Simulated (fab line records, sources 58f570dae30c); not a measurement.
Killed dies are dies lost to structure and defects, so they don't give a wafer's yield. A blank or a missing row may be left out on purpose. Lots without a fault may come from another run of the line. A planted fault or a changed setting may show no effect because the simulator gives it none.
Split-lot experiment | flow berkeley_cmos170 | 5 lots, 23 wafers read, on a route of 331 steps

THE SPLIT
At UCB170_M2_METAL_ETCH_18 (etches Al in Cl2/BCl3, stops on SiO2, target depth 1170 nm, time 195 s), the setting icp_w was moved away from the recipe's 600 W on 5 of the 23 wafers read, by -7.5% to -6.5%. The other wafers ran this setting at the recipe's value.

The file shows no step between the split and the reading.

THE READING
oes_product_au, in a.u., at UCB170_M2_STRIP_19 (strips in O2). Fault-free wafers of this fab line usually give 0.536 a.u., standard deviation 0.015 a.u..

wafer  | tool, chamber at the split | icp_w as run, W | against the recipe | oes_product_au, a.u. | against lot-mates on the recipe
L074.1 | rie_metal-04, 0            | 600             | recipe             | 0.532                | -
L074.2 | rie_metal-04, 1,0          | 600             | recipe             | 0.541                | -
L074.4 | rie_metal-04, 0            | 600             | recipe             | 0.533                | -
L074.5 | rie_metal-04, 1            | 600             | recipe             | 0.518                | -
L074.6 | rie_metal-04, 1,0          | 600             | recipe             | 0.531                | -
L076.1 | rie_metal-01, 0            | 600             | recipe             | 0.524                | -
L076.2 | rie_metal-01, 0            | 600             | recipe             | 0.542                | -
L076.3 | rie_metal-01, 0            | 555.2           | -7.5%              | 0.565                | +0.031
L076.4 | rie_metal-01, 0            | 600             | recipe             | 0.535                | -
L076.6 | rie_metal-01, 0            | 555.2           | -7.5%              | 0.586                | +0.052
L077.1 | rie_metal-01, 0            | 600             | recipe             | 0.537                | -
L077.2 | rie_metal-01, 1            | 561.1           | -6.5%              | 0.583                | +0.037
L077.3 | rie_metal-01, 0            | 561.1           | -6.5%              | 0.576                | +0.030
L077.4 | rie_metal-01, 1            | 600             | recipe             | 0.555                | -
L077.6 | rie_metal-01, 1            | 561.1           | -6.5%              | 0.596                | +0.050
L079.2 | rie_metal-04, 1            | 600             | recipe             | 0.534                | -
L079.3 | rie_metal-04, 0            | 600             | recipe             | 0.535                | -
L079.4 | rie_metal-04, 1            | 600             | recipe             | 0.531                | -
L079.5 | rie_metal-04, 1            | 600             | recipe             | 0.525                | -
L079.6 | rie_metal-04, 0            | 600             | recipe             | 0.532                | -
L081.1 | rie_metal-01, 1            | 600             | recipe             | 0.547                | -
L081.2 | rie_metal-01, 0            | 600             | recipe             | 0.521                | -
L081.6 | rie_metal-01, 0            | 600             | recipe             | 0.525                | -
Where a row lists several chambers, the file gives one row for several wafers and doesn't say which wafer went through which chamber.

THE FIT
A straight line over all 23 wafers: oes_product_au changes by -0.00687 a.u. for each +1% of icp_w; r = -0.90; the points scatter about the line by 0.01 a.u..
The same after taking each lot's own level away (the mean of its wafers on the recipe; 23 wafers): -0.00582 a.u. for each +1%; r = -0.90; scatter 0.0084 a.u..
On that fit, the largest move of icp_w shifts the reading by 0.043 a.u..
The lots' own levels span 0.5310 to 0.5460 a.u., that is 1.0 times the standard deviation above.
So the lot-to-lot level changes the slope: the two fits differ.
Check: with one of the wafers moved furthest among these (-7.5%) left out of the fit, the line predicts +0.0472 a.u. for it against its lot-mates. It came out at +0.0313 a.u. against them.

OTHER SPLITS ON THESE WAFERS
These wafers also went through other splits before the reading. Each is held against what the fit with the lots' levels taken away leaves over:
other split on the same wafers | wafers away from the commonest value | r with oes_product_au (lot level and that fit taken away)
UCB170_V1_PEB_10 peb_temp_c    | 8                                    | +0.12

THE WHOLE CHAIN: every reading that the file lists as answering this split, in the file's order
step                    | what it does                                                           | reading                                                                   | change (the file's fit)                   | r (the file's)
UCB170_M2_METAL_ETCH_18 | etches Al in Cl2/BCl3, stops on SiO2, target depth 1170 nm, time 195 s | KrF_of_M2_COAT_10.thk_nm (the simulator's own value, which no gauge read) | -6.1 nm for each +1% of the setting       | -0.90
UCB170_M2_STRIP_19      | strips in O2                                                           | oes_product_au                                                            | -0.00582 a.u. for each +1% of the setting | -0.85

THE FILE'S OWN FIT
oes_product_au changes by -0.00582 a.u. for each +1% of icp_w, r = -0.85.
